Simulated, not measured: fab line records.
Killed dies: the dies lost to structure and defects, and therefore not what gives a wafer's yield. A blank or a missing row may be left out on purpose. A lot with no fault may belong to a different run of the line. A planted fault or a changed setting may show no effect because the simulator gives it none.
fab line records ; flow rit-cmos
[record] lots = 6; wafers = 18; last-day = 7
route steps=202 shown ACTIVE@2
lots that met no fault: taken from a fault-free run of the same line
start-h: hours from the record's first day to the start of the lot's first wafer shown ; wait-h: how many hours have passed since the lot's step before this one ; " same as the row above ; L1.1+2: several wafers, shown together as one row ; - no value, or no start was given ; * or withheld: withheld ; < > ~ a bound
route shown NAME@n: NAME is a module with steps in the file, n the number in the route of the first one ; usual: mean/standard deviation of fault-free wafers ; same: alike in all rows ; chamber/n: place in a boat ; sites: per-site readings ; _std_site: standard deviation of those values ; _edge_site: the outer-site mean with the inner-site mean subtracted ; radius-mm: for every site, how far away it sits from the centre of the wafer ; mask NAME#n: copy n ; behind: the last tool/chamber to shape the wafer ; hold: the reason the lot was held/the length of the hold in hours/how it ended ; device: the n, p or np transistor that did not switch ; end of line: at the end of the route, the tests of the same wafers ; a step with no rows: only its recipe ; killed: count of dies lost to structure and defects at first sort (not the wafer's yield) ; map: per-die view of a wafer (x killed, . not killed, _ where there is no die)
set.NAME: the setting as run; set.NAME@STEP: as run at that earlier step ; model.NAME: the simulator's own value behind a step, which no gauge read
certain route steps with their lots: each step a table, each wafer a row
services: the hour from which a tool's chamber was out of use, counted from the record's first day as start-h (under 0 if before that day), plus the number of hours and why
[[steps]]
[step RIT_ACTIVE_OXIDATION_01]
[recipe] temp-c = 1000; ambient = O2; target-thk-a = 468; ox-time-s = 3360
[step RIT_ACTIVE_THK_MEAS_02]
[recipe] reads = SiO2_of_ACTIVE_OXIDATION_01
[usual] ACTIVE_OXIDE_THK = 46.8/0.75
lot.wafer;tool;chamber;start-h;wait-h;ACTIVE_OXIDE_THK[nm]
L478.1;film-metro-03;-;22.05;0.0;47.2
L478.3;film-metro-03;-;22.05;0.0;46.2
L478.6;film-metro-03;-;22.05;0.0;46.7
L485.3;film-metro-04;-;57.07;0.0;46.0
L485.4;film-metro-04;-;57.07;0.0;46.3
L485.5;film-metro-04;-;57.07;0.0;46.5
L486.1;film-metro-03;-;62.78;0.0;46.0
L486.3;film-metro-03;-;62.78;0.0;46.0
L486.5;film-metro-03;-;62.78;0.0;45.7
L491.3;film-metro-04;-;87.71;0.0;48.1
L491.4;film-metro-04;-;87.71;0.0;49.0
L491.6;film-metro-04;-;87.71;0.0;48.4
L494.1;film-metro-03;-;102.05;0.0;46.5
L494.3;film-metro-03;-;102.05;0.0;47.4
L494.6;film-metro-03;-;102.05;0.0;47.2
L496.4;film-metro-04;-;112.08;0.0;46.4
L496.5;film-metro-04;-;112.08;0.0;45.9
L496.6;film-metro-04;-;112.08;0.0;46.0
[step RIT_ACTIVE_CVD_03]
[recipe] material = Si3N4; target-thk-nm = 150; temp-c = 810; precursor = SiH2Cl2/NH3; time-s = 1500; pressure-mtorr = 300; sih2cl2-flow-sccm = 60; nh3-flow-sccm = 150
[step RIT_ACTIVE_THK_MEAS_04]
[recipe] reads = Si3N4_of_ACTIVE_CVD_03
[usual] ACTIVE_NITRIDE_THK = 149.5/1.3
lot.wafer;tool;chamber;start-h;wait-h;ACTIVE_NITRIDE_THK[nm]
L478.1;film-metro-03;-;23.53;0.0;148.7
L478.3;film-metro-03;-;23.53;0.0;148.9
L478.6;film-metro-03;-;23.53;0.0;149.2
L485.3;film-metro-02;-;58.55;0.0;150.5
L485.4;film-metro-02;-;58.55;0.0;149.0
L485.5;film-metro-02;-;58.55;0.0;149.5
L486.1;film-metro-03;-;64.26;0.0;151.2
L486.3;film-metro-03;-;64.26;0.0;151.2
L486.5;film-metro-03;-;64.26;0.0;150.4
L491.3;film-metro-04;-;89.19;0.0;150.9
L491.4;film-metro-04;-;89.19;0.0;149.4
L491.6;film-metro-04;-;89.19;0.0;151.1
L494.1;film-metro-04;-;103.53;0.0;147.9
L494.3;film-metro-04;-;103.53;0.0;148.9
L494.6;film-metro-04;-;103.53;0.0;148.9
L496.4;film-metro-03;-;114.05;0.0;147.5
L496.5;film-metro-03;-;114.05;0.0;147.2
L496.6;film-metro-03;-;114.05;0.0;146.8
[step RIT_ACTIVE_HMDS_05]
[recipe] prime-time-s = 60; prime-temp-c = 140
[step RIT_ACTIVE_COAT_06]
[recipe] resist = NOVOLAK; spin-rpm = 3250; resist-thk-nm = 1000
[step RIT_ACTIVE_SOFTBAKE_07]
[recipe] resist = NOVOLAK; temp-c = 90; time-s = 60
[step RIT_ACTIVE_EXPOSE_08]
[recipe] mask-id = M1; na = 0.6; source-shape = conventional; sigma-outer = 0.6; target-cd-nm = 1400; dose-mj = 225
[step RIT_ACTIVE_PEB_09]
[recipe] resist = NOVOLAK; temp-c = withheld; time-s = withheld
[step RIT_ACTIVE_DEVELOP_10]
[recipe] resist = NOVOLAK; develop-time-s = 50; dev-temp-c = 23
[step RIT_ACTIVE_CD_MEAS_11]
[recipe] target-cd-nm = 1400
[usual] cd-nm = 1400.7/2.5
lot.wafer;tool;chamber;start-h;wait-h;cd-nm
L478.1;cd-sem-01;-;24.44;-;1399.0
L478.3;cd-sem-01;-;24.44;-;1398.4
L478.6;cd-sem-01;-;24.44;-;1398.7
L485.3;cd-sem-01;-;59.60;-;1402.7
L485.4;cd-sem-01;-;59.60;-;1404.2
L485.5;cd-sem-01;-;59.60;-;1405.3
L486.1;cd-sem-02;-;65.17;-;1398.8
L486.3;cd-sem-02;-;65.17;-;1401.0
L486.5;cd-sem-02;-;65.17;-;1399.1
L491.3;cd-sem-02;-;90.12;-;1398.4
L491.4;cd-sem-02;-;90.12;-;1400.4
L491.6;cd-sem-02;-;90.12;-;1401.6
L494.1;cd-sem-02;-;104.44;-;1400.6
L494.3;cd-sem-02;-;104.44;-;1402.7
L494.6;cd-sem-02;-;104.44;-;1404.0
L496.4;cd-sem-02;-;114.99;-;1402.1
L496.5;cd-sem-02;-;114.99;-;1401.7
L496.6;cd-sem-02;-;114.99;-;1399.7
[step RIT_ACTIVE_HARDBAKE_12]
[recipe] resist = NOVOLAK; temp-c = 140; time-s = 60
[step RIT_ACTIVE_ETCH_13]
[recipe] stop-on = SiO2; chemistry = SF6; target = Si3N4; time-s = 210; over-etch-frac = 0.4; SF6_flow_sccm = 200; pressure-mtorr = 260; rf-w = 125; target-depth-a = 2100
[usual] SF6_flow_sccm = 199.9/0.58; chamber-pressure-mTorr = 260.01/0.24; drypump-motor-current-A = 5.9/0.48; oes-product-au = 0.814/0.012; throttle-valve-pct = 7.54/0.18
lot.wafer;tool;chamber;start-h;wait-h;SF6_flow_sccm;chamber-pressure-mTorr;drypump-motor-current-A;oes-product-au;rf-hours-counter-h;throttle-valve-pct;model.NOVOLAK_of_ACTIVE_COAT_06.thk-nm
L478.1;rie-diel-04;1;24.71;0.1;200.2;259.89;6.6;0.816;5;7.50;653.9
L478.3;rie-diel-04;1;24.71;0.1;199.3;259.71;6.7;0.816;-;7.51;649.4
L478.6;rie-diel-04;1;24.71;0.1;199.4;260.28;6.6;0.811;-;7.50;652.1
L485.3;rie-diel-02;2;59.83;0.1;-;-;-;-;-;-;885.6
L485.4;rie-diel-02;1;59.83;0.1;-;-;-;-;-;-;882.4
L485.5;rie-diel-02;2;59.83;0.1;-;-;-;-;-;-;880.3
L486.1;rie-diel-04;1;65.44;0.1;-;-;-;-;-;-;885.4
L486.3;rie-diel-04;0;65.44;0.1;-;-;-;-;-;-;883.3
L486.5;rie-diel-04;1;65.44;0.1;-;-;-;-;-;-;884.9
L491.3;rie-diel-04;3;90.35;0.1;200.3;260.28;6.1;0.824;27;7.38;659.5
L491.4;rie-diel-04;1;90.35;0.1;199.8;260.27;6.6;0.812;-;7.52;651
L491.6;rie-diel-04;3;90.35;0.1;199.7;259.80;6.1;0.819;-;7.37;654.8
L494.1;rie-diel-02;3;104.71;0.1;199.9;259.90;5.2;0.809;73;7.76;655.3
L494.3;rie-diel-02;2;104.71;0.1;199.9;259.99;6.4;0.812;4;7.23;651.8
L494.6;rie-diel-02;1;104.71;0.1;200.5;260.37;6.6;0.832;-;7.68;654
L496.4;rie-diel-03;3;115.42;0.1;200.2;259.78;5.5;0.791;-;7.69;656.9
L496.5;rie-diel-03;0;115.42;0.1;200.7;259.94;5.3;0.812;-;7.79;658.5
L496.6;rie-diel-03;2;115.42;0.1;199.3;260.15;6.1;0.790;-;7.36;656
[step RIT_ACTIVE_STRIP_14]
[recipe] chemistry = O2; time-s = 180; resist = NOVOLAK; platen-temp-c = withheld; power-w = 500; pressure-mtorr = 4000; o2-flow-sccm = 4000
[usual] drypump-motor-current-A = 5.8/0.57
lot.wafer;tool;chamber;start-h;wait-h;drypump-motor-current-A;rf-hours-counter-h
L478.1;plasma-asher-03;0;24.91;0.1;6.4;38
L478.3;plasma-asher-03;0;24.91;0.1;6.4;-
L478.6;plasma-asher-03;0;24.91;0.1;6.4;-
L485.3;plasma-asher-03;1;60.03;0.1;5.3;-
L485.4;plasma-asher-03;0;60.03;0.1;6.3;-
L485.5;plasma-asher-03;0;60.03;0.1;6.4;-
L486.1;plasma-asher-02;0;65.57;0.1;6.6;41
L486.3;plasma-asher-02;1;65.57;0.1;5.7;-
L486.5;plasma-asher-02;1;65.57;0.1;5.7;-
L491.3;plasma-asher-02;0;90.54;0.1;6.6;-
L491.4;plasma-asher-02;1;90.54;0.1;5.7;-
L491.6;plasma-asher-02;1;90.54;0.1;5.7;-
L494.1;plasma-asher-02;1;104.84;0.1;5.7;45
L494.3;plasma-asher-02;0;104.84;0.1;6.6;-
L494.6;plasma-asher-02;1;104.84;0.1;5.7;-
L496.4;plasma-asher-03;1;115.55;0.1;5.2;-
L496.5;plasma-asher-03;0;115.55;0.1;6.4;-
L496.6;plasma-asher-03;1;115.55;0.1;5.3;-
[step RIT_ACTIVE_CD_MEAS_90]
[recipe] target-cd-nm = 1400
[usual] cd-nm = 1400.7/2.5
lot.wafer;tool;chamber;start-h;wait-h;cd-nm
L478.1;cd-sem-02;-;25.08;0.1;1399.3
L478.3;cd-sem-02;-;25.08;0.1;1398.9
L478.6;cd-sem-02;-;25.08;0.1;1398.8
L485.3;cd-sem-02;-;60.18;0.1;-
L485.4;cd-sem-02;-;60.18;0.1;-
L485.5;cd-sem-02;-;60.18;0.1;-
L486.1;cd-sem-02;-;65.75;0.1;-
L486.3;cd-sem-02;-;65.75;0.1;-
L486.5;cd-sem-02;-;65.75;0.1;-
L491.3;cd-sem-02;-;90.70;0.1;1398.7
L491.4;cd-sem-02;-;90.70;0.1;1400.1
L491.6;cd-sem-02;-;90.70;0.1;1401.3
L494.1;cd-sem-01;-;105.02;0.1;1400.5
L494.3;cd-sem-01;-;105.02;0.1;1403.2
L494.6;cd-sem-01;-;105.02;0.1;1404.0
L496.4;cd-sem-01;-;115.72;0.1;1402.2
L496.5;cd-sem-01;-;115.72;0.1;1401.5
L496.6;cd-sem-01;-;115.72;0.1;1399.3
[step RIT_ACTIVE_CLEAN_15]
[recipe] chemistry = SC1; mix = 3:3:50; time-s = 600; temp-c = 75
[[services]]
tool;chamber;start-h;hours;kind
rie-diel-04;0;19.34;8.1;repair
plasma-asher-03;-;20.85;0.4;repair
rie-diel-04;2;22.64;19.4;repair
plasma-asher-02;-;34.92;0.8;repair
rie-diel-02;-;44.06;15.6;pm
plasma-asher-03;-;66.92;2.8;pm
rie-diel-02;1;71.90;7.7;repair
rie-diel-02;0;75.18;1.3;repair
rie-diel-04;2;82.42;-;clean
rie-diel-04;2;82.42;12.5;scheduled-down
rie-diel-04;2;82.42;12.5;vent-cycle
rie-diel-02;0;87.15;-;clean
rie-diel-02;0;87.15;15.4;scheduled-down
rie-diel-02;0;87.15;15.4;vent-cycle
rie-diel-02;3;87.56;9.3;repair
rie-diel-03;2;89.44;15.4;repair
rie-diel-03;1;104.86;-;clean
rie-diel-03;1;104.86;14.5;scheduled-down
rie-diel-03;1;104.86;14.5;vent-cycle
[[key]]
[first-sign] step = RIT_ACTIVE_ETCH_13; reading = tool-record; direction = missing
[effect] step = RIT_ACTIVE_CD_MEAS_90; reading = cd-nm; direction = missing
[model-effect] step = RIT_ACTIVE_ETCH_13; value = NOVOLAK_of_ACTIVE_COAT_06.thk-nm; without = 651.9; struck = 883.7
met-at RIT_ACTIVE_ETCH_13
struck-wafers L485.3,L485.4,L485.5,L486.1,L486.3,L486.5
later-rows-left-out L485.3,L485.4,L485.5,L486.1,L486.3,L486.5
sort-left-out L485.3,L485.4,L485.5,L486.1,L486.3,L486.5
tester-left-out L485,L486
onset-between 24.71 59.83
[fault] kind = skipped-step-whole; tool = rie-diel-02,rie-diel-04; chamber = -; onset-h = 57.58; steps = RIT_ACTIVE_ETCH_13; scope = struck-lots-only
// tester-left-out: of these lots the tester's yield and bins aren't shown, on N5 and GAA mostly nor the transistor test; their killed dies are dies lost to structure and defects alone, not to doping, threshold or leakage, so they don't give the yield
// sort-left-out: the simulated sort isn't trusted on such a fault, so these wafers' sort isn't shown, and their yield isn't known
// later-rows-left-out: the simulator's readings of these wafers behind a module that went badly wrong aren't trusted and aren't shown, but for the sort
